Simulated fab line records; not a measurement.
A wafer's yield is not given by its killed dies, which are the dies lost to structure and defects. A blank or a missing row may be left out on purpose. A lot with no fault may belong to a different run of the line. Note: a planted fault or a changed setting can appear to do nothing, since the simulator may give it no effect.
8D (eight disciplines) problem report, filled in by code -- flow rit_cmos -- the parts of the form that need people (team, actions taken, sign-off) are left out

1. PROBLEM STATEMENT
RIT_GATE_CD_MEAS_16, cd_nm: mean 103.9 nm on 3 wafers (1 lot); fault-free wafers 149.4 nm, standard deviation 2.5. Measured from the usual mean, that is -18 standard deviations.
The step: target cd 150 nm.
First seen on wafer L668.1, day 7 09:46, on cd_sem-01. At this step, 39 wafers from 13 lots have a number in the record. The rule behind "out" and "out of limits": a value lying over 4 standard deviations away from the usual mean. The other wafers with a number count as sound.

2. WHAT THIS IS AND IS NOT
question,is,is not
which readings at this step,cd_nm,-
which lots,L668,"L647, L649, L650, L653, L654, L656, L657, L658, L659, L660, L662, L669"
which wafers of those lots,all that have a number,-
read on which gauges,cd_sem-01,cd_sem-02
when,from day 7 09:46,up to then (33 sound wafers); but 3 sound wafers of L669 came after

3. SUSPECTS, AND WHAT RULES EACH OUT
Counting: a tool at a process step up to the reading stays a suspect if it ran every lot that is out and no sound lot after the first of them.
- the gauge at RIT_GATE_CD_MEAS_16 has been ruled out. All the wafers that are out were read on cd_sem-01, but those of them that RIT_GATE_EXPOSE_13 has rows for are out there too, on other tools.
- iline_stepper-01 at RIT_GATE_EXPOSE_13 (exposes mask M6, target cd 150 nm): kept. It ran the lot that is out, L668 (day 7 09:20), and no sound lot after that; its last sound lot up to then is L662 (day 5 19:29). On those wafers its own readings are out: exposure_dose_mJ_cm2.
Left after counting: iline_stepper-01 at RIT_GATE_EXPOSE_13.

4. THE CAUSE (what the simulator had put in)
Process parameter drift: iline_stepper-01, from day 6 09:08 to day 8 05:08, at RIT_GATE_EXPOSE_13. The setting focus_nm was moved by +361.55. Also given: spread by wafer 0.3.
This tool alone remained once counting was done.

5. THE EFFECT CHAIN, in route order
Each row: a reading whose mean over the struck wafers that have a number lies more than 3 standard deviations from the usual. Only readings whose record carries a usual standard deviation are examined. hours: median over the lots of the time between each lot's start at the first step of this table that gives one and its start at this step. sigmas: the change, counted in usual standard deviations.
hours,step,reading,usual,on struck wafers,change,sigmas
0,RIT_GATE_EXPOSE_13,exposure_dose_mJ_cm2,379.8,368.6,-11.2,-29
0,RIT_GATE_CD_MEAS_16,cd_nm,149.4 nm,103.9,-45.5,-18
21,RIT_M1_PROBE_99,killed_at_front_end,7,179,+172,+57
21,RIT_M1_PROBE_99,killed_dies,7,180,+173,+58
21,RIT_M1_PROBE_99,killed_on_rim,2.1,47.0,+44.9,+28
Here are the process steps it includes:
- RIT_GATE_EXPOSE_13: exposes mask M6, target cd 150 nm.
- RIT_M1_PROBE_99

6. WHAT WOULD HAVE CAUGHT IT SOONER
The first out-of-limits reading at a measuring or inspecting step in this record came at day 7 09:46, 25 hours after the fault's start at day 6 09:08.
Tool's own readings at RIT_GATE_EXPOSE_13, exposure_dose_mJ_cm2: out on all struck wafers the step has rows for; an alarm limit on them would have tripped on the first.
Lots out: 1; all had begun RIT_GATE_EXPOSE_13 on iline_stepper-01 by day 7 09:46. None of them would have been spared by holding the tool at that moment.
